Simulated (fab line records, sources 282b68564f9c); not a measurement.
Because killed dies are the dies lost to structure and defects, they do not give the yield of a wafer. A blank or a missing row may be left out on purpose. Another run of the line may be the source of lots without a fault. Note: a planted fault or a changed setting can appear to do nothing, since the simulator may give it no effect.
Which of the tools did it? :: flow rit cmos :: 7 lots with 21 wafers sampled at 2 steps, on a route of 202 steps

WHAT THE GAUGES SHOWED, per wafer
RIT_SDANNEAL_RS_MEAS_07: measures by four-point-probe.
lot: L120
measured: day 3 08:43
on: film metro-04
NLDD_RS (ohm/sq): 152.1 151.3 151.8

lot: L123
measured: day 3 22:52
on: film metro-04
NLDD_RS (ohm/sq): 151.8 151.3 151.4

lot: L125
measured: day 4 10:43
on: film metro-02
NLDD_RS (ohm/sq): 151.5 151.9 151.6

lot: L133
measured: day 6 00:58
on: film metro-01
NLDD_RS (ohm/sq): 153.9 154.2 153.8 153.9 154.1 153.8

lot: L136
measured: day 7 03:30
on: film metro-02
NLDD_RS (ohm/sq): 152.2 152.0 151.8

lot: L138
measured: day 7 17:01
on: film metro-01
NLDD_RS (ohm/sq): 151.7 151.6 151.3

lot: L142
measured: day 9 01:04
on: film metro-01
NLDD_RS (ohm/sq): 151.8 151.7 152.3

TOOL THAT RAN EACH LOT (tool first, then ch and the chambers of the sampled wafers, then the start)
lot: L120
RIT_NLDD_IMPLANT_08: implanter-04 ch 0, day 3 00:11

lot: L123
RIT_NLDD_IMPLANT_08: implanter-03 ch 0, day 3 14:23

lot: L125
RIT_NLDD_IMPLANT_08: implanter-03 ch 0, day 4 02:17

lot: L133
RIT_NLDD_IMPLANT_08: implanter-03 ch 0, day 5 16:32

lot: L136
RIT_NLDD_IMPLANT_08: implanter-04 ch 0, day 6 19:11

lot: L138
RIT_NLDD_IMPLANT_08: implanter-04 ch 0, day 7 08:41

lot: L142
RIT_NLDD_IMPLANT_08: implanter-03 ch 0, day 8 16:16
- RIT_NLDD_IMPLANT_08

THE ANSWER, worked out from the rows above alone
Rule: the usual values come from the lots themselves. The widest of any qualifying gaps counts: lots, ordered by their means at a reading, are off when they make up no more than a third of the lots, leave a main group of 4 or more, and stand apart from it by 3 or more times the standard deviation of that group's means. The tables above print the reading to a certain number of digits; a main group whose means all agree to those digits is not used. Also off: a lot with no number at a reading for which 4 or more lots have one. Where the step has rows for the other lots, those lots are counted as sound.
Off: at RIT_SDANNEAL_RS_MEAS_07 (NLDD_RS), L133. Main group: mean 151.7 ohm/sq, sd 0.19.
A tool fits if, at a process step before that reading, it ran every lot that is off, and no sound lot after the first of them. The gauges at RIT_SDANNEAL_RS_MEAS_07 are tried like those tools. Of those tried, none fits.

WHAT THE SIMULATOR PUT IN
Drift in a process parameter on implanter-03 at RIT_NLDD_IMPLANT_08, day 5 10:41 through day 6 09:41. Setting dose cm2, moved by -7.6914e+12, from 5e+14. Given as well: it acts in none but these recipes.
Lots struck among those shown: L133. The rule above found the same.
